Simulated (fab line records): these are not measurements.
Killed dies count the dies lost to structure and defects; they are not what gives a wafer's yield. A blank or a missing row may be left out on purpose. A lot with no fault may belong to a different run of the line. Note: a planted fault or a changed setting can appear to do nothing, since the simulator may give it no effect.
fab line records    flow berkeley-cmos170
[record] lots = 7  wafers = 21  last-day = 12
route steps=331 shown M1@241 V1@254 M3@331
lots that met no fault: taken from a fault-free run of the same line
start-h: start of the lot's first displayed wafer, in hours after the record's first day    wait-h: hours since the lot's step before    " identical to the entry in the row above    L1.1+2: several wafers, shown together as one row    - no value, or no start was given    * or withheld: withheld    < > ~ a bound
route shown NAME@n: a module of which the file shows steps, and the number in the route of the first    usual: mean and standard deviation over wafers with no fault    same: alike in all rows    chamber/n: place in a boat    sites: per-site readings    _std_site: standard deviation across them    _edge_site: inner sites' mean taken away from outer sites' mean    radius-mm: for every site, how far away it sits from the centre of the wafer    mask NAME#n: copy n    behind: the most recent tool/chamber to have shaped the wafer    hold: why the lot went on hold/how many hours it stayed there/how the hold came to an end    device: the transistor (n, p or np) that didn't switch    end of line: at the end of the route, the tests of the same wafers    for a step that has no rows: nothing shown but its recipe    killed: at the first sort, the dies lost to defects and structure; wafer yield is something else    map: shows each die of a wafer: x if killed, . if not, _ if none is there
set.NAME: the setting that was run; set.NAME@STEP: the one run at that earlier step    model.NAME: the simulator's own value behind a step, which no gauge read
a table for each step, a row for each wafer; lots at some steps of the route
services: the hour from which a tool's chamber was out of use, counted from the record's first day as start-h (under 0 if before that day), plus the number of hours and why
[[steps]]
[step UCB170_M1_COAT_03]
[recipe] resist = BARC  temp-c = withheld  time-s = withheld  spin-rpm = 3000  resist-thk-nm = withheld
[step UCB170_M1_COAT_04]
[recipe] resist = KrF  spin-rpm = 1500  resist-thk-nm = 900
[step UCB170_M1_SOFTBAKE_05]
[recipe] resist = KrF  temp-c = 130  time-s = 60
[step UCB170_M1_EXPOSE_06]
[recipe] mask-id = METAL1  target-cd-nm = 700  na = 0.5  sigma-outer = 0.6  source-shape = conventional  dose-mj = 21
[step UCB170_M1_PEB_07]
[recipe] peb-temp-c = 130  peb-time-s = withheld  resist = KrF
[step UCB170_M1_DEVELOP_08]
[recipe] developer = TMAH  develop-time-s = 45  resist = KrF  dev-temp-c = 21
[step UCB170_M1_CD_MEAS_09]
[recipe] target-cd-nm = 700
[usual] cd-nm = 700.1/1.5
lot.wafer  tool       chamber  start-h  wait-h  cd-nm
L127.3     cd-sem-02  -        190.37   -       700.7
L127.5     "          -        "        "       701.3
L127.6     "          -        "        "       702.3
L133.2     cd-sem-02  -        215.10   -       699.5
L133.3     "          -        "        "       700.2
L133.4     "          -        "        "       699.5
L134.1     cd-sem-02  -        230.39   -       699.4
L134.3     "          -        "        "       699.7
L134.5     "          -        "        "       699.5
L135.1     cd-sem-01  -        230.58   -       699.3
L135.2     "          -        "        "       699.2
L135.6     "          -        "        "       699.1
L142.1     cd-sem-01  -        278.33   -       700.6
L142.2     "          -        "        "       699.5
L142.3     "          -        "        "       702.0
L145.2     cd-sem-01  -        279.58   -       700.4
L145.3     "          -        "        "       702.3
L145.4     "          -        "        "       702.4
L144.1     cd-sem-01  -        279.94   -       700.0
L144.2     "          -        "        "       700.2
L144.4     "          -        "        "       699.4
[step UCB170_M1_OVL_MEAS_10]
[usual] M1_OVL = 1/4.8
lot.wafer  tool        chamber  start-h  wait-h  M1_OVL[nm]
L127.3     overlay-02  -        190.46   0.1     14
L127.5     "           -        "        "       6
L127.6     "           -        "        "       2
L133.2     overlay-02  -        215.21   0.1     -3
L133.3     "           -        "        "       -9
L133.4     "           -        "        "       -12
L134.1     overlay-01  -        230.51   0.1     3
L134.3     "           -        "        "       2
L134.5     "           -        "        "       4
L135.1     overlay-02  -        230.70   0.1     0
L135.2     "           -        "        "       5
L135.6     "           -        "        "       1
L142.1     overlay-02  -        278.45   0.1     -1
L142.2     "           -        "        "       5
L142.3     "           -        "        "       -4
L145.2     overlay-01  -        279.69   0.1     4
L145.3     "           -        "        "       6
L145.4     "           -        "        "       4
L144.1     overlay-02  -        280.06   0.1     0
L144.2     "           -        "        "       0
L144.4     "           -        "        "       4
[step UCB170_M1_ETCH_11]
[recipe] chemistry = N2/H2  target-depth-a = withheld  overetch-a = withheld  target = BARC  time-s = withheld  source-w = 500  bias-w = 100  pressure-mtorr = 30  n2-flow-sccm = 100  h2-flow-sccm = 200
[usual] drypump-motor-current-A = 5.8/0.62  n2-flow-sccm = 100.04/0.29  oes-product-au = 0.988/0.027  throttle-valve-pct = 13.24/0.093
lot.wafer  tool         chamber  start-h  wait-h  drypump-motor-current-A  n2-flow-sccm  oes-product-au  throttle-valve-pct
L127.3     rie-diel-04  1        190.49   0.0     6.3                      100.27        1.047           13.25
L127.5     "            1        "        "       6.3                      99.72         1.052           13.23
L127.6     "            2        "        "       6.2                      100.09        0.992           13.10
L133.2     rie-diel-04  3        215.24   0.0     5.9                      99.93         0.985           13.34
L133.3     "            1        "        "       6.3                      99.89         1.053           13.26
L133.4     "            2        "        "       6.1                      99.87         1.001           13.09
L134.1     rie-diel-01  2        230.55   0.0     5.0                      100.07        0.967           13.22
L134.3     "            3        "        "       6.0                      99.89         0.942           13.25
L134.5     "            3        "        "       5.9                      100.30        0.948           13.25
L135.1     rie-diel-04  2        230.73   0.0     6.2                      99.63         0.997           13.11
L135.2     "            3        "        "       5.9                      99.87         0.978           13.33
L135.6     "            2        "        "       6.1                      99.54         0.995           13.10
L142.1     rie-diel-03  2        278.49   0.0     6.6                      100.33        1.024           13.24
L142.2     "            3        "        "       4.9                      100.33        0.992           13.22
L142.3     "            1        "        "       5.0                      100.33        0.951           13.11
L145.2     rie-diel-03  1        279.72   0.0     5.0                      100.17        0.947           13.14
L145.3     "            2        "        "       6.6                      100.08        1.016           13.24
L145.4     "            3        "        "       4.9                      100.28        1.000           13.22
L144.1     rie-diel-04  1        280.10   0.0     6.3                      100.13        1.031           13.24
L144.2     "            2        "        "       6.1                      99.84         0.994           13.10
L144.4     "            0        "        "       5.8                      100.39        0.974           13.19
[step UCB170_M1_METAL_ETCH_12]
[recipe] chemistry = Cl2/BCl3  target = Al  stop-on = PSG  pressure-mtorr = 12  target-depth-a = 7800  over-etch-frac = 0.3  time-s = 130  icp-w = 600  bias-w = 120  Cl2_flow_sccm = 90  bcl3-flow-sccm = 45
[usual] drypump-motor-current-A = 5.88/0.29  oes-product-au = 0.853/0.016  throttle-valve-pct = 24.28/0.14
lot.wafer  tool          chamber  start-h  wait-h  drypump-motor-current-A  oes-product-au  rf-hours-counter-h  throttle-valve-pct
L127.3     rie-metal-01  0        190.57   -       6.35                     0.860           -                   24.22
L127.5     "             0        "        "       6.37                     0.857           -                   24.22
L127.6     "             1        "        "       5.85                     0.856           -                   24.20
L133.2     rie-metal-04  0        215.28   -       5.45                     0.866           5                   24.09
L133.3     "             0        "        "       5.47                     0.871           -                   24.10
L133.4     "             1        "        "       5.68                     0.818           -                   24.46
L134.1     rie-metal-04  1        230.59   -       5.71                     0.832           11                  24.45
L134.3     "             0        "        "       5.47                     0.882           -                   24.10
L134.5     "             1        "        "       5.71                     0.837           -                   24.45
L135.1     rie-metal-02  1        230.78   -       5.92                     0.841           10                  24.41
L135.2     "             0        "        "       5.83                     0.862           1                   24.32
L135.6     "             0        "        "       5.80                     0.869           -                   24.31
L142.1     rie-metal-02  0        278.53   -       5.84                     0.858           3                   24.33
L142.2     "             1        "        "       5.90                     0.862           11                  24.43
L142.3     "             1        "        "       5.93                     0.841           -                   24.42
L145.2     rie-metal-02  0        279.76   -       5.80                     0.868           3                   24.31
L145.3     "             1        "        "       5.94                     0.851           -                   24.42
L145.4     "             0        "        "       5.78                     0.861           -                   24.34
L144.1     rie-metal-01  1        280.14   -       5.86                     0.860           1                   24.07
L144.2     "             0        "        "       6.35                     0.848           12                  24.22
L144.4     "             0        "        "       6.36                     0.840           -                   24.20
[step UCB170_M1_STRIP_13]
[recipe] chemistry = O2  power-w = 400  pressure-mtorr = 3500  platen-temp-c = withheld  o2-flow-sccm = 400  overash-fraction = 0.5
[usual] drypump-motor-current-A = 5.8/0.48  oes-product-au = 0.719/0.0045
lot.wafer  tool             chamber  start-h  wait-h  drypump-motor-current-A  oes-product-au  rf-hours-counter-h
L127.3     plasma-asher-01  0        190.70   0.1     5.3                      0.719           -
L127.5     "                1        "        "       5.1                      0.716           -
L127.6     "                0        "        "       5.2                      0.712           -
L133.2     plasma-asher-02  0        215.42   0.1     6.6                      0.723           12
L133.3     "                1        "        "       6.1                      0.718           -
L133.4     "                0        "        "       6.6                      0.725           -
L134.1     plasma-asher-03  1        230.72   0.1     5.7                      0.715           42
L134.3     "                1        "        "       5.8                      0.721           -
L134.5     "                0        "        "       5.7                      0.718           -
L135.1     plasma-asher-02  1        230.91   0.1     6.1                      0.718           13
L135.2     "                0        "        "       6.5                      0.722           13
L135.6     "                1        "        "       6.1                      0.723           -
L142.1     plasma-asher-02  0        278.67   0.1     6.6                      0.719           18
L142.2     "                1        "        "       6.1                      0.715           18
L142.3     "                1        "        "       6.1                      0.721           -
L145.2     plasma-asher-01  0        279.90   0.1     5.2                      0.718           58
L145.3     "                0        "        "       5.2                      0.721           -
L145.4     "                1        "        "       5.1                      0.718           -
L144.1     plasma-asher-02  0        280.27   0.1     6.6                      0.725           19
L144.2     "                1        "        "       6.1                      0.713           19
L144.4     "                0        "        "       6.6                      0.714           -
[step UCB170_M1_CD_MEAS_90]
[recipe] target-cd-nm = 700
[usual] cd-nm = 701/3.5
lot.wafer  tool       chamber  start-h  wait-h  cd-nm
L127.3     cd-sem-01  -        190.80   0.1     697
L127.5     "          -        "        "       699
L127.6     "          -        "        "       702
L133.2     cd-sem-01  -        215.54   0.1     699
L133.3     "          -        "        "       696
L133.4     "          -        "        "       696
L134.1     cd-sem-02  -        230.82   0.1     698
L134.3     "          -        "        "       700
L134.5     "          -        "        "       699
L135.1     cd-sem-01  -        231.05   0.1     704
L135.2     "          -        "        "       701
L135.6     "          -        "        "       702
L142.1     cd-sem-01  -        278.77   0.1     699
L142.2     "          -        "        "       705
L142.3     "          -        "        "       708
L145.2     cd-sem-01  -        280.20   0.3     700
L145.3     "          -        "        "       707
L145.4     "          -        "        "       701
L144.1     cd-sem-01  -        280.37   0.1     705
L144.2     "          -        "        "       702
L144.4     "          -        "        "       699
[step UCB170_M1_ANNEAL_14]
[recipe] temp-c = 400  time-s = 1200  ambient = forming-gas
[usual] spike-tc-centre-C = 402.0/1.1  spike-tc-load-C = 418.5/1  spike-tc-source-C = 418.7/1.1  tube-center-temp-C = 400/0.03  tube_center_temp_C_max = 401.03/0.15  zone-power-centre-pct = 15.93/0.14  zone-power-load-pct = 5.14/0.051  zone-power-source-pct = 4.89/0.051
lot.wafer  tool        chamber  start-h  wait-h  spike-tc-centre-C  spike-tc-load-C  spike-tc-source-C  tube-center-temp-C  tube_center_temp_C_max  zone-power-centre-pct  zone-power-load-pct  zone-power-source-pct
L127.3     furnace-03  0        190.88   0.1     400.4              419.0            417.3              400.02              400.92                  15.77                  5.09                 4.87
L127.5     "           0        "        "       401.1              418.6            416.9              400                 400.93                  15.86                  5.17                 4.92
L127.6     "           0        "        "       402.0              418.1            418.0              400                 401.11                  16.02                  5.09                 4.97
L133.2     furnace-03  0        216.62   1.1     402.6              418.1            417.1              400.02              401.24                  16.06                  5.12                 4.88
L133.3     "           0        "        "       401.9              417.8            419.2              400.02              401.00                  15.90                  5.12                 4.94
L133.4     "           0        "        "       402.2              418.1            419.2              400.03              401.09                  15.86                  5.15                 4.86
L134.1     furnace-03  0        230.94   0.1     400.2              418.2            419.1              400.03              401.12                  15.88                  5.16                 4.92
L134.3     "           0        "        "       401.8              417.9            418.3              400.03              401.03                  15.65                  5.11                 4.88
L134.5     "           0        "        "       402.1              418.3            418.9              399.99              400.94                  15.90                  5.12                 4.91
L135.1     furnace-03  0        232.28   1.2     402.6              417.2            419.1              400                 401.02                  16.24                  5.15                 4.80
L135.2     "           0        "        "       401.5              418.6            418.8              400.03              401.30                  15.94                  5.18                 4.86
L135.6     "           0        "        "       402.1              420.1            419.0              400.01              400.98                  15.98                  5.14                 4.94
L142.1     furnace-03  0        278.89   0.1     481.1              499.7            500.5              480.02              481.28                  19.52                  7.08                 6.61
L142.2     "           0        "        "       483.2              499.7            499.3              480.02              481.06                  19.63                  7.02                 6.64
L142.3     "           0        "        "       482.1              501.6            500.2              479.93              481.11                  19.79                  6.91                 6.73
L144.1     furnace-03  0        281.55   1.2     482.7              501.3            499.2              479.98              481.15                  19.22                  7.00                 6.64
L144.2     "           0        "        "       482.4              502.2            501.0              480.02              481.10                  19.63                  7.06                 6.50
L144.4     "           0        "        "       481.5              499.5            499.7              479.98              480.96                  19.46                  7.06                 6.63
L145.2     furnace-03  0        281.55   1.3     480.1              499.7            500.8              479.98              480.92                  19.49                  7.15                 6.68
L145.3     "           0        "        "       480.3              498.1            499.8              479.92              481.29                  19.56                  7.01                 6.66
L145.4     "           0        "        "       483.9              498.8            500.6              480.03              480.72                  19.42                  7.02                 6.54
[step UCB170_V1_CVD_00]
[recipe] material = SiO2  target-thk-nm = 2000  temp-c = 390  precursor = TEOS/O2  time-s = 250  rf-w = 550  pressure-mtorr = 9000
[usual] heater-power-w = 249/52  pressure-mtorr = 9000/19  susceptor-temp-C = 390.06/0.22
lot.wafer  tool      chamber  start-h  wait-h  heater-power-w  pressure-mtorr  susceptor-temp-C
L127.3     pecvd-04  1        192.22   0.0     255             8983            390.01
L127.5     "         2        "        "       364             8993            390.50
L127.6     "         1        "        "       183             8990            390.17
L133.2     pecvd-01  0        217.95   0.0     323             8977            390.20
L133.3     "         1        "        "       338             9005            389.74
L133.4     "         1        "        "       272             9001            389.98
L134.1     pecvd-04  1        232.28   0.0     232             8979            389.99
L134.3     "         0        "        "       239             9019            389.98
L134.5     "         2        "        "       372             9025            389.92
L135.1     pecvd-02  2        233.61   0.0     216             9014            390.43
L135.2     "         0        "        "       257             9002            389.80
L135.6     "         2        "        "       273             8987            390.46
L142.1     pecvd-02  0        280.22   0.0     207             9015            389.83
L142.2     "         1        "        "       194             9009            390.19
L142.3     "         2        "        "       236             8994            390.16
L144.1     pecvd-02  1        282.89   0.0     285             8985            390.17
L144.2     "         0        "        "       206             9012            390.26
L144.4     "         2        "        "       273             8985            390.39
L145.2     pecvd-01  2        282.89   0.0     234             9012            390.17
L145.3     "         0        "        "       319             9014            390.55
L145.4     "         1        "        "       370             8988            389.86
[step UCB170_M3_PROBE_99]
lot.wafer  tool       chamber  start-h  wait-h  model.etest.contact-diode-array.leak-log10-a  model.etest.select-edge-diode-n.leak-log10-a  model.etest.nmos_0p35.junction-log10-a-um  model.etest.diode-nplus-pwell.leak-log10-a-cm2  model.etest.diode-nplus-comb.leak-log10-a-cm2  model.etest.nmos-narrow.off-log10-a-um  model.etest.nmos_0p6.off-log10-a-um
L127.3     prober-01  -        205.87   0.2     -11.48                                        -12.07                                        -13.77                                     -7.581                                          -7.353                                         -13.18                                  -11.99
L127.5     prober-01  -        205.97   0.2     -11.73                                        -12.15                                        -13.8                                      -7.983                                          -7.337                                         -13.03                                  -11.9
L127.6     prober-01  -        206.02   0.2     -11.46                                        -12                                           -13.78                                     -7.918                                          -7.517                                         -13.09                                  -11.85
L133.2     prober-01  -        229.13   0.1     -11.51                                        -12.12                                        -13.69                                     -7.796                                          -7.636                                         -13.2                                   -11.96
L133.3     prober-01  -        229.18   0.2     -11.54                                        -12.09                                        -13.72                                     -7.721                                          -7.345                                         -13.17                                  -11.92
L133.4     prober-01  -        229.23   0.2     -11.25                                        -12.13                                        -13.6                                      -7.682                                          -7.433                                         -13.14                                  -11.9
L134.1     prober-01  -        243.00   0.1     -11.74                                        -12.1                                         -13.89                                     -7.974                                          -7.531                                         -12.98                                  -11.79
L134.3     prober-01  -        243.10   0.2     -11.62                                        -12.15                                        -13.7                                      -7.794                                          -7.651                                         -12.82                                  -11.78
L134.5     prober-01  -        243.20   0.2     -11.55                                        -12.14                                        -13.69                                     -7.535                                          -7.605                                         -12.93                                  -11.68
L135.1     prober-02  -        244.05   0.1     -11.4                                         -11.98                                        -13.76                                     -7.667                                          -7.348                                         -13.04                                  -11.87
L135.2     prober-02  -        244.10   0.1     -11.63                                        -12.04                                        -13.84                                     -7.995                                          -7.587                                         -13.14                                  -12.03
L135.6     prober-02  -        244.30   0.2     -11.6                                         -12.16                                        -13.69                                     -7.983                                          -7.372                                         -13.01                                  -11.99
L142.1     prober-01  -        291.19   0.1     -8.34                                         -9.695                                        -11.74                                     -5.747                                          -5.745                                         -11.59                                  -11.5
L142.2     prober-01  -        291.24   0.1     -8.701                                        -9.791                                        -11.84                                     -5.863                                          -5.865                                         -11.7                                   -11.49
L142.3     prober-01  -        291.29   0.2     -8.419                                        -9.822                                        -11.69                                     -5.701                                          -5.7                                           -11.55                                  -11.52
L145.2     prober-02  -        293.90   0.1     -8.493                                        -9.812                                        -11.84                                     -5.852                                          -5.848                                         -11.68                                  -11.57
L145.3     prober-02  -        293.95   0.2     -8.53                                         -9.643                                        -11.7                                      -5.708                                          -5.707                                         -11.61                                  -11.42
L145.4     prober-02  -        294.00   0.2     -8.009                                        -9.382                                        -11.31                                     -5.321                                          -5.32                                          -11.27                                  -11.17
L144.1     prober-02  -        294.57   0.1     -8.818                                        -10.12                                        -12.01                                     -6.048                                          -6.053                                         -11.74                                  -11.64
L144.4     prober-02  -        294.72   0.2     -8.512                                        -9.596                                        -11.63                                     -5.655                                          -5.651                                         -11.47                                  -11.45
// killed by level:class
L127.3 SPACER:geometric-particle:short=2 ACTIVE:geometric-particle:open=1 SACOX:geometric-particle:open=1 SILICIDE:geometric-particle:open=1 ACTIVE:area-etch=1
L127.5 ACTIVE:area-etch=3 SACOX:geometric-particle:short=1
L127.6 ACTIVE:area-etch=4 SPACER:geometric-particle:open=2 M1:geometric-particle:short=1 V1:geometric-particle:open=1
L133.2 SACOX:geometric-particle:open=1 M2:geometric-particle:short=1 M3:geometric-particle:short=1
L133.3 GATE:geometric-particle:short=3 SACOX:geometric-particle:short=1 SILICIDE:geometric-particle:open=1
L133.4 WELLDRIVE:geometric-particle:short=1 SACOX:geometric-particle:open=1 SPACER:geometric-particle:open=1 CONTACT:geometric-particle:open=1
L134.1 WELLDRIVE:geometric-particle:open=1 SILICIDE:geometric-particle:short=1 M1:geometric-particle:short=1 V1:geometric-particle:short=1
L134.3 ACTIVE:area-etch=2 FIELD:geometric-particle:open=1 SACOX:geometric-particle:open=1 M1:geometric-particle:short=1 V1:geometric-particle:short=1 V1:geometric-particle:open=1 M3:geometric-particle:short=1
L134.5 GATE:geometric-particle:short=2 ACTIVE:geometric-particle:short=1 FIELD:geometric-particle:open=1 SCREENOX:geometric-particle:open=1 SPACER:geometric-particle:short=1 M1:geometric-particle:short=1 ACTIVE:area-etch=1
L135.1 GATE:geometric-particle:open=1 SILICIDE:geometric-particle:open=1 V1:geometric-particle:open=1 M2:geometric-particle:open=1 V2:geometric-particle:short=1
L135.2 SILICIDE:geometric-particle:short=2 START:geometric-particle:short=1 FIELD:geometric-particle:short=1 ACTIVE:area-etch=1
L135.6 FIELD:geometric-particle:open=1 SACOX:geometric-particle:open=1 GATE:geometric-particle:short=1 M1:geometric-particle:short=1
L142.1 GATE:geometric-particle:open=3 SPACER:geometric-particle:open=1 V1:geometric-particle:short=1 ACTIVE:area-etch=1
L142.2 SPACER:geometric-particle:short=1 SILICIDE:geometric-particle:short=1 CONTACT:geometric-particle:open=1 M3:geometric-particle:short=1
L142.3 GATE:geometric-particle:short=1 V1:geometric-particle:short=1
L144.1
L144.4 GATE:geometric-particle:short=1 V1:geometric-particle:open=1
[[services]]
tool             chamber  start-h  hours  kind
rie-diel-04      0        176.83   -      clean
rie-diel-04      0        176.83   15.7   scheduled-down
rie-diel-04      0        176.83   15.7   vent-cycle
rie-diel-03      0        176.90   11.7   repair
rie-diel-01      0        191.19   1.4    repair
rie-metal-01     1        197.06   -      clean
rie-metal-01     1        197.06   33.3   scheduled-down
rie-metal-01     1        197.06   33.3   vent-cycle
rie-diel-04      1        202.27   11.4   repair
pecvd-01         -        209.29   2.8    pm
rie-diel-03      0        210.08   21.5   repair
rie-diel-03      -        210.69   0.3    repair
rie-metal-02     -        213.55   2.8    pm
rie-diel-01      -        219.33   10.5   repair
rie-metal-01     0        221.87   4.9    repair
plasma-asher-02  -        235.21   0.7    repair
plasma-asher-03  -        235.65   2.8    pm
pecvd-04         2        237.16   8.0    repair
rie-diel-01      1        261.74   6.7    repair
pecvd-02         -        267.97   6.0    pm
rie-metal-01     1        272.68   4.1    repair
plasma-asher-01  -        274.61   1.0    repair
rie-metal-04     -        279.76   0.8    repair
plasma-asher-02  -        282.68   5.2    repair
[[key]]
[first-sign] step = UCB170_M1_ANNEAL_14  reading = tube-center-temp-C  direction = up  sigmas = 99+  usual = *  struck = *
[effect] step = UCB170_M1_ANNEAL_14  reading = tube_center_temp_C_max  direction = up  sigmas = 99+  usual = *  struck = *
[model-effect] step = UCB170_M3_PROBE_99  value = etest.contact-diode-array.leak-log10-a  without = -11.59  struck = -8.478
met-at UCB170_M1_ANNEAL_14
struck-wafers L142.1,L142.2,L142.3,L144.1,L144.2,L144.4,L145.2,L145.3,L145.4
rows-end L144.2
sort-left-out L145.2,L145.3,L145.4
onset-between 232.28 278.89
[fault] kind = process-parameter-drift  tool = furnace-03  chamber = -  onset-h = 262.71  steps = UCB170_M1_ANNEAL_14  channel = temp-c  offset = *  shape = step  stated = *
// sort-left-out: the simulated sort isn't trusted on such a fault, so these wafers' sort isn't shown, and their yield isn't known
// rows-end: these wafers met a further fault down the route, and their rows from its step on are left out
